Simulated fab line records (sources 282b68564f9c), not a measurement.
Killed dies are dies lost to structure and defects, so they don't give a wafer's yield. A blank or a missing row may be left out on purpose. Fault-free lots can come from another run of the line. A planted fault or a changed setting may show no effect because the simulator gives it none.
Lot-split experiment :: flow ritCmos :: 23 wafers read across 5 lots, on a route 202 steps long

== THE SPLIT ==
At RIT_FOX2_OXIDATION_00 (target thk 350.7 nm, ox time 1130 s), the setting oxTimeS was moved away from the recipe's 1130 s on 20 of the 23 wafers read, by -14.0% to +11.0%. All remaining wafers had this setting at the recipe value.

== FROM THE SPLIT TO THE READING: what the file shows between them, 23 steps ==
- RIT_FOX2_THK_MEAS_01
- RIT_FOX2_CLEAN_02: cleans in dHF, time 180 s
- RIT_FOX2_WET_ETCH_03: etches Si3N4 in H3PO4, target depth 195 nm, time 2700 s
- RIT_FOX2_THK_MEAS_90
- RIT_PWELL_COAT_01: resist thk 1300 nm (also split here: spinRpm)
- RIT_PWELL_SOFTBAKE_02: time 60 s
- RIT_PWELL_EXPOSE_03: exposes mask M3, target cd 43700 nm
- RIT_PWELL_DEVELOP_05: develop time 68 s
- RIT_PWELL_HARDBAKE_07: time 120 s
- RIT_PWELL_IMPLANT_08 (also split here: doseCm2)
- RIT_PWELL_STRIP_09: strips in O2, time 180 s
- RIT_PWELL_TW_MEAS_10
- RIT_WELLDRIVE_ANNEAL_00: time 14700 s
- RIT_WELLDRIVE_RS_MEAS_02: measures by four-point-probe
- RIT_NRETRO_COAT_01: resist thk 1300 nm (also split here: spinRpm)
- RIT_NRETRO_DEVELOP_05: develop time 68 s (also split here: developTimeS)
- RIT_NRETRO_HARDBAKE_07: time 120 s
- RIT_PRETRO_SOFTBAKE_02: time 60 s (also split here: timeS)
- RIT_PRETRO_EXPOSE_03: exposes mask M5, target cd 43700 nm
- RIT_PRETRO_PEB_04
- RIT_PRETRO_STRIP_09: strips in O2, time 180 s
- RIT_GATE_WET_ETCH_00: etches SiO2 in BOE, target depth 56 nm, time 60 s
- RIT_GATE_CLEAN_04: cleans in dHF, time 60 s (also split here: timeS)

== THE READING ==
Values of FIELD_OXIDE_LEFT_2_THK in nm from RIT_FOX2_THK_MEAS_91. On this fab line, fault-free wafers typically give 253 nm with a standard deviation of 6.4 nm.

wafer: L075.1
tool, chamber at the split: -, -
oxTimeS as run, s: 1206
against the recipe: +6.7%
FIELD_OXIDE_LEFT_2_THK, nm: 261
against lot-mates on the recipe: no lot-mate on the recipe

wafer: L075.2
tool, chamber at the split: -, -
oxTimeS as run, s: 1206
against the recipe: +6.7%
FIELD_OXIDE_LEFT_2_THK, nm: 267
against lot-mates on the recipe: no lot-mate on the recipe

wafer: L075.3
tool, chamber at the split: -, -
oxTimeS as run, s: 1206
against the recipe: +6.7%
FIELD_OXIDE_LEFT_2_THK, nm: 264
against lot-mates on the recipe: no lot-mate on the recipe

wafer: L075.4
tool, chamber at the split: -, -
oxTimeS as run, s: 1206
against the recipe: +6.7%
FIELD_OXIDE_LEFT_2_THK, nm: 263
against lot-mates on the recipe: no lot-mate on the recipe

wafer: L075.5
tool, chamber at the split: -, -
oxTimeS as run, s: 1206
against the recipe: +6.7%
FIELD_OXIDE_LEFT_2_THK, nm: 259
against lot-mates on the recipe: no lot-mate on the recipe

wafer: L077.2
tool, chamber at the split: furnace-04, 0
oxTimeS as run, s: 1130
against the recipe: recipe
FIELD_OXIDE_LEFT_2_THK, nm: 254
against lot-mates on the recipe: -

wafer: L077.5
tool, chamber at the split: furnace-04, 0
oxTimeS as run, s: 1130
against the recipe: recipe
FIELD_OXIDE_LEFT_2_THK, nm: 257
against lot-mates on the recipe: -

wafer: L077.6
tool, chamber at the split: furnace-04, 0
oxTimeS as run, s: 1130
against the recipe: recipe
FIELD_OXIDE_LEFT_2_THK, nm: 256
against lot-mates on the recipe: -

wafer: L078.1
tool, chamber at the split: -, -
oxTimeS as run, s: 1254
against the recipe: +11.0%
FIELD_OXIDE_LEFT_2_THK, nm: 292
against lot-mates on the recipe: no lot-mate on the recipe

wafer: L078.2
tool, chamber at the split: -, -
oxTimeS as run, s: 1254
against the recipe: +11.0%
FIELD_OXIDE_LEFT_2_THK, nm: 287
against lot-mates on the recipe: no lot-mate on the recipe

wafer: L078.3
tool, chamber at the split: -, -
oxTimeS as run, s: 1254
against the recipe: +11.0%
FIELD_OXIDE_LEFT_2_THK, nm: 280
against lot-mates on the recipe: no lot-mate on the recipe

wafer: L078.5
tool, chamber at the split: -, -
oxTimeS as run, s: 1254
against the recipe: +11.0%
FIELD_OXIDE_LEFT_2_THK, nm: 288
against lot-mates on the recipe: no lot-mate on the recipe

wafer: L078.6
tool, chamber at the split: -, -
oxTimeS as run, s: 1254
against the recipe: +11.0%
FIELD_OXIDE_LEFT_2_THK, nm: 291
against lot-mates on the recipe: no lot-mate on the recipe

wafer: L079.2
tool, chamber at the split: -, -
oxTimeS as run, s: 971.6
against the recipe: -14.0%
FIELD_OXIDE_LEFT_2_THK, nm: 213
against lot-mates on the recipe: no lot-mate on the recipe

wafer: L079.3
tool, chamber at the split: -, -
oxTimeS as run, s: 971.6
against the recipe: -14.0%
FIELD_OXIDE_LEFT_2_THK, nm: 222
against lot-mates on the recipe: no lot-mate on the recipe

wafer: L079.4
tool, chamber at the split: -, -
oxTimeS as run, s: 971.6
against the recipe: -14.0%
FIELD_OXIDE_LEFT_2_THK, nm: 215
against lot-mates on the recipe: no lot-mate on the recipe

wafer: L079.5
tool, chamber at the split: -, -
oxTimeS as run, s: 971.6
against the recipe: -14.0%
FIELD_OXIDE_LEFT_2_THK, nm: 217
against lot-mates on the recipe: no lot-mate on the recipe

wafer: L079.6
tool, chamber at the split: -, -
oxTimeS as run, s: 971.6
against the recipe: -14.0%
FIELD_OXIDE_LEFT_2_THK, nm: 225
against lot-mates on the recipe: no lot-mate on the recipe

wafer: L085.1
tool, chamber at the split: -, -
oxTimeS as run, s: 984.3
against the recipe: -12.9%
FIELD_OXIDE_LEFT_2_THK, nm: 226
against lot-mates on the recipe: no lot-mate on the recipe

wafer: L085.2
tool, chamber at the split: -, -
oxTimeS as run, s: 984.3
against the recipe: -12.9%
FIELD_OXIDE_LEFT_2_THK, nm: 226
against lot-mates on the recipe: no lot-mate on the recipe

wafer: L085.3
tool, chamber at the split: -, -
oxTimeS as run, s: 984.3
against the recipe: -12.9%
FIELD_OXIDE_LEFT_2_THK, nm: 227
against lot-mates on the recipe: no lot-mate on the recipe

wafer: L085.5
tool, chamber at the split: -, -
oxTimeS as run, s: 984.3
against the recipe: -12.9%
FIELD_OXIDE_LEFT_2_THK, nm: 229
against lot-mates on the recipe: no lot-mate on the recipe

wafer: L085.6
tool, chamber at the split: -, -
oxTimeS as run, s: 984.3
against the recipe: -12.9%
FIELD_OXIDE_LEFT_2_THK, nm: 230
against lot-mates on the recipe: no lot-mate on the recipe

FIT RESULTS
A straight line over all 23 wafers: FIELD_OXIDE_LEFT_2_THK changes by +2.41 nm for each +1% of oxTimeS; r = +0.97; the points scatter about the line by 6.5 nm.
Too few moved wafers with a lot-mate on the recipe to fit a line net of each lot's own level.

== THE WHOLE CHAIN: every reading that the file lists as answering this split, in the file's order ==
step: RIT_FOX2_OXIDATION_00
what it does: target thk 350.7 nm, ox time 1130 s
reading: SiO2_of_FOX2_OXIDATION_00.thkNm (the simulator's own value, which no gauge read)
change (the file's fit): +2.42 nm for each +1% of the setting
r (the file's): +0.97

step: RIT_FOX2_THK_MEAS_01
what it does: 
reading: FOX2_OXIDE_THK
change (the file's fit): +2.43 for each +1% of the setting
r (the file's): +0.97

step: RIT_FOX2_THK_MEAS_90
what it does: 
reading: FIELD_OXIDE_LEFT_1_THK
change (the file's fit): +2.44 for each +1% of the setting
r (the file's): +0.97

step: RIT_GATE_WET_ETCH_00
what it does: etches SiO2 in BOE, target depth 56 nm, time 60 s
reading: SiO2_of_FOX2_OXIDATION_00.thkNm (the simulator's own value, which no gauge read)
change (the file's fit): +2.46 nm for each +1% of the setting
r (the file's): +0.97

step: RIT_FOX2_THK_MEAS_91
what it does: 
reading: FIELD_OXIDE_LEFT_2_THK
change (the file's fit): +2.41 for each +1% of the setting
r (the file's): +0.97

== FILE'S OWN FIT ==
FIELD_OXIDE_LEFT_2_THK changes by +2.41 nm for each +1% of oxTimeS, r = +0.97.
